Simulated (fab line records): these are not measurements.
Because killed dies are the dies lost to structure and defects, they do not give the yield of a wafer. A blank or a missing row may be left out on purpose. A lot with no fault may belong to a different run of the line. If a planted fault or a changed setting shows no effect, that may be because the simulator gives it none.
Which tool did it? :: flow ritCmos :: 7 lots, 21 wafers sampled, at 2 steps of a route of 202

== WHAT EACH GAUGE READ, for each wafer ==
RIT_SPACER_THK_MEAS_04.
lot: L799
measured: day 3 03:53
on: filmMetro-04
SPACER_NITRIDE_THK (nm): 251.8 252.8 250.5

lot: L801
measured: day 3 14:00
on: filmMetro-01
SPACER_NITRIDE_THK (nm): 248.8 249.4 249.0

lot: L803
measured: day 3 22:45
on: filmMetro-03
SPACER_NITRIDE_THK (nm): 95.7 94.3 94.1

lot: L812
measured: day 5 21:44
on: filmMetro-04
SPACER_NITRIDE_THK (nm): 250.1 252.0 250.7

lot: L816
measured: day 6 16:01
on: filmMetro-03
SPACER_NITRIDE_THK (nm): 250.8 251.8 251.7

lot: L818
measured: day 7 01:22
on: filmMetro-03
SPACER_NITRIDE_THK (nm): 251.2 248.4 251.3

lot: L820
measured: day 7 11:17
on: filmMetro-04
SPACER_NITRIDE_THK (nm): 253.6 253.7 251.2

== TOOL THAT RAN EACH LOT (tool first, then ch and the chambers of the sampled wafers, then the start) ==
lot: L799
RIT_SPACER_CVD_03: lpcvd-02 ch 1, day 3 01:58

lot: L801
RIT_SPACER_CVD_03: lpcvd-01 ch 1, day 3 12:05

lot: L803
RIT_SPACER_CVD_03: lpcvd-02 ch 1, day 3 20:50

lot: L812
RIT_SPACER_CVD_03: lpcvd-01 ch 0, day 5 19:47

lot: L816
RIT_SPACER_CVD_03: lpcvd-02 ch 1, day 6 14:05

lot: L818
RIT_SPACER_CVD_03: lpcvd-01 ch 1, day 6 23:26

lot: L820
RIT_SPACER_CVD_03: lpcvd-02 ch 0, day 7 09:22
- RIT_SPACER_CVD_03: deposits Si3N4 from SiH2Cl2/NH3, target thk 250 nm, time 3300 s.

== THE ANSWER, worked out from the rows above alone ==
Rule: what is usual is taken from the lots themselves. Put in order of their means at a reading, lots are off if they are a third of the lots or fewer, leave a main group of 4 or more, and stand apart from it by a gap of 3 or more times the standard deviation of the main group's means; of several such gaps the widest counts. A main group is skipped when, at the precision printed for the reading in the tables above, its means are all equal. Also off: a lot with no number at a reading for which 4 or more lots have one. The other lots that the step has rows for count as sound.
Off: L803, seen at RIT_SPACER_THK_MEAS_04 (SPACER_NITRIDE_THK). The main group has a mean of 251.0 nm with a standard deviation of 1.2.
If a tool, at a process step before that reading, ran all the lots that are off and no sound lot after the first of them, it fits. The gauges at RIT_SPACER_THK_MEAS_04 are tried like those tools. None of those tried fits.

== WHAT WAS PUT IN BY THE SIMULATOR ==
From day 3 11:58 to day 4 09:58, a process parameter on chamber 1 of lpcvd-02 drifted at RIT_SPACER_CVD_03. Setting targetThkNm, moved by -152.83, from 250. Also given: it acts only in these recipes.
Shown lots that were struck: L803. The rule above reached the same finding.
